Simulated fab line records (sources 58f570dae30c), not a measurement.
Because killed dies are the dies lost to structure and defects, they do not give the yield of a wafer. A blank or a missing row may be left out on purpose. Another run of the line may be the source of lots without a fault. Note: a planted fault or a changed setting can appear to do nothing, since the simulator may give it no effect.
Comparing a struck lot with a sound one / flow berkeleyCmos170 / 18 out of 331 route steps
Sound: wafers L149.2, L149.3, L149.5. Wafers L169.1, L169.5, L169.6 were the ones struck. The cause is named last.
Per side, at each step with rows, come the tool, then ch with its chambers, and then its first start. Under that, the readings that differ: sound wafers / struck wafers / difference of the means / sigmas: that difference in standard deviations of wafers without a fault.
alike: readings whose means differ by less than 2 such deviations, and words and numbers that are the same on both sides. not compared: withheld readings, readings that some wafer has no value for, bounds like >300 that may hide the same value, and numbers for which the record gives no deviation and whose values overlap.
Wherever a step has rows on one side only, a row that says differs or no value, or a row with sigmas, the two part there. Numbers that have no deviation but don't overlap get no sigmas and don't part them. Lack of a reading on every wafer of one side parts them only where that side has two or more wafers.

first, 2 steps without rows for these wafers: UCB170_GATE_PEB_10; UCB170_GATE_DEVELOP_11 (develop time 45 s).
UCB170_GATE_CD_MEAS_12: the cd target is 350 nm.
  sound on cdSem-02 at day 8 03:59; struck on cdSem-02 at day 11 22:19
  alike: cdNm
UCB170_GATE_OVL_MEAS_13:
  sound on overlay-02 at day 8 04:06; struck on overlay-01 at day 11 22:26
  alike: GATE_OVL
UCB170_GATE_ETCH_14: etches BARC in N2/H2.
  sound on rieDiel-04 ch 1,2,3, day 8 04:08; struck on rieDiel-02 ch 0,2,3, day 11 22:28
  alike: drypumpMotorCurrentA, oesProductAu, throttleValvePct
UCB170_GATE_ETCH_15: etches poly-Si in HBr/Cl2, stops on SiO2, time 56.3 s, target depth 278.2 nm.
  sound on rieSi-02 ch 0,1, day 8 04:10; struck on rieSi-01 ch 0,1, day 11 22:31
  alike: drypumpMotorCurrentA, oesProductAu, throttleValvePct
  not compared: rfHoursCounterH
UCB170_GATE_STRIP_16: strips in O2.
  sound on plasmaAsher-01 ch 0,1, day 8 04:13; struck on plasmaAsher-03 ch 0,1, day 11 22:34
  alike: drypumpMotorCurrentA, oesProductAu
  not compared: rfHoursCounterH
UCB170_GATE_CD_MEAS_90: the cd target is 350 nm.
  sound on cdSem-01 at day 8 04:20; struck on cdSem-02 at day 11 22:40
  alike: cdNm
then, 4 steps without rows for these wafers: UCB170_GATE_CLEAN_17 (cleans in SPM, time 600 s); UCB170_PLDD_HMDS_00 (prime time 60 s); UCB170_PLDD_COAT_01 (resist thk 900 nm); UCB170_PLDD_SOFTBAKE_02 (time 60 s).
UCB170_PLDD_EXPOSE_03: exposes mask PSELECT, target cd 1200 nm.
  sound on krfScanner-01 ch 0, day 8 06:02; struck on krfScanner-02 ch 0, day 12 00:05
  alike: mask
then, 2 steps without rows for these wafers: UCB170_PLDD_PEB_04; UCB170_PLDD_DEVELOP_05 (develop time 45 s).
UCB170_PLDD_CD_MEAS_06: the cd target is 1200 nm.
  sound on cdSem-01 at day 8 06:50; struck on cdSem-01 at day 12 01:05
reading=cdNm (nm); sound=1197.4 1197.0 1198.1; struck=1201.6 1205.7 1209.3; difference=+8.0; sigmas=+6
UCB170_PLDD_OVL_MEAS_07:
  sound on overlay-02 at day 8 06:56; struck on overlay-01 at day 12 01:13
  alike: PLDD_OVL
UCB170_M3_PROBE_99:
  the record has rows for the sound wafers here (prober-01, day 9 18:49) and none for the struck ones

== WHERE THEY PART ==
At UCB170_PLDD_CD_MEAS_06 first; at UCB170_M3_PROBE_99 last (within this record only).

WHY: what had been put in by the simulator
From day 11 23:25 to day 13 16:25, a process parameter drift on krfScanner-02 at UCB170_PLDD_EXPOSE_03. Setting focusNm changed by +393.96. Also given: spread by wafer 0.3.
